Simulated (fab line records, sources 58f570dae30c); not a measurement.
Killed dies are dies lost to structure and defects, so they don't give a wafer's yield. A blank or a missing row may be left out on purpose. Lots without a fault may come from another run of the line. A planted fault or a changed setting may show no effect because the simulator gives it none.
Split-lot experiment | flow berkeley_cmos170 | 5 lots, 23 wafers read, on a route of 331 steps

THE SPLIT
At UCB170_PWELL_ETCH_14 (etches Si3N4 in CH3F/Ar/O2, stops on SiO2, target depth 242 nm, time 151 s), the setting time_s was moved away from the recipe's 151 s on 10 of the 23 wafers read, by -10.3% to -5.6%. The other wafers ran this setting at the recipe's value.

The reading is taken at the split's own step.

THE READING
oes_product_au, in a.u., at UCB170_PWELL_ETCH_14 (etches Si3N4 in CH3F/Ar/O2, stops on SiO2, target depth 242 nm, time 151 s). Fault-free wafers of this fab line usually give 0.934 a.u., standard deviation 0.0095 a.u..

wafer  | tool, chamber at the split | time_s as run, s | against the recipe | oes_product_au, a.u. | against lot-mates on the recipe
L075.2 | rie_diel-04, 0             | 142.6            | -5.6%              | 0.987                | +0.029
L075.3 | rie_diel-04, 3             | 142.6            | -5.6%              | 0.984                | +0.026
L075.4 | rie_diel-04, 2             | 151              | recipe             | 0.956                | -
L075.5 | rie_diel-04, 0             | 151              | recipe             | 0.961                | -
L075.6 | rie_diel-04, 3             | 142.6            | -5.6%              | 0.989                | +0.031
L076.1 | rie_diel-02, 2             | 136.5            | -9.6%              | 0.972                | +0.062
L076.3 | rie_diel-02, 3             | 151              | recipe             | 0.909                | -
L076.4 | rie_diel-02, 1             | 151              | recipe             | 0.918                | -
L076.5 | rie_diel-02, 3             | 151              | recipe             | 0.902                | -
L076.6 | rie_diel-02, 0             | 136.5            | -9.6%              | 0.976                | +0.066
L077.1 | rie_diel-02, 1             | 142.1            | -5.9%              | 0.970                | +0.036
L077.2 | rie_diel-02, 2             | 151              | recipe             | 0.935                | -
L077.3 | rie_diel-02, 0             | 142.1            | -5.9%              | 0.961                | +0.027
L077.4 | rie_diel-02, 3             | 151              | recipe             | 0.922                | -
L077.6 | rie_diel-02, 0             | 151              | recipe             | 0.944                | -
L078.1 | rie_diel-04, 3             | 135.4            | -10.3%             | 1.000                | +0.044
L078.2 | rie_diel-04, 0             | 151              | recipe             | 0.951                | -
L078.4 | rie_diel-04, 2             | 135.4            | -10.3%             | 0.983                | +0.027
L078.5 | rie_diel-04, 3             | 135.4            | -10.3%             | 1.009                | +0.052
L078.6 | rie_diel-04, 0             | 151              | recipe             | 0.962                | -
L085.3 | rie_diel-02, 1             | 151              | recipe             | 0.943                | -
L085.4 | rie_diel-02, 3             | 151              | recipe             | 0.910                | -
L085.5 | rie_diel-02, 3             | 151              | recipe             | 0.931                | -

THE FIT
A straight line over all 23 wafers: oes_product_au changes by -0.00577 a.u. for each +1% of time_s; r = -0.80; the points scatter about the line by 0.019 a.u..
The same after taking each lot's own level away (the mean of its wafers on the recipe; 23 wafers): -0.00498 a.u. for each +1%; r = -0.90; scatter 0.01 a.u..
On that fit, the largest move of time_s shifts the reading by 0.051 a.u..
The lots' own levels span 0.9097 to 0.9585 a.u., that is 5.1 times the standard deviation above.
So the lot-to-lot level changes the slope: the two fits differ.
Check: with one of the wafers moved furthest among these (-10.3%) left out of the fit, the line predicts +0.0534 a.u. for it against its lot-mates. It came out at +0.0435 a.u. against them.
Tool readings at the split's step, against how far the setting was moved: oes_product_au r = -0.80.

OTHER SPLITS ON THESE WAFERS
These wafers also went through other splits before the reading. Each is held against what the fit with the lots' levels taken away leaves over:
other split on the same wafers     | wafers away from the commonest value | r with oes_product_au (lot level and that fit taken away)
UCB170_ZERO_COAT_01 spin_rpm       | 6                                    | -0.42
UCB170_NWELL_OXIDATION_01 temp_c   | 15                                   | -0.11
UCB170_NWELL_IMPLANT_14 dose_cm2   | 10                                   | +0.02
UCB170_PWELL_CVD_05 pressure_mtorr | 15                                   | -0.36

THE WHOLE CHAIN: every reading that the file lists as answering this split, in the file's order
step                  | what it does                                                               | reading                                                                      | change (the file's fit)                   | r (the file's)
UCB170_PWELL_ETCH_14  | etches Si3N4 in CH3F/Ar/O2, stops on SiO2, target depth 242 nm, time 151 s | oes_product_au                                                               | -0.00523 a.u. for each +1% of the setting | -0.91
UCB170_PWELL_ETCH_14  | etches Si3N4 in CH3F/Ar/O2, stops on SiO2, target depth 242 nm, time 151 s | KrF_of_PWELL_COAT_08.thk_nm (the simulator's own value, which no gauge read) | -1.44 nm for each +1% of the setting      | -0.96
UCB170_PWELL_STRIP_16 | strips in O2                                                               | strip_time_to_endpoint_s                                                     | withheld for each +1% of the setting      | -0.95

THE FILE'S OWN FIT
oes_product_au changes by -0.00523 a.u. for each +1% of time_s, r = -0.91.
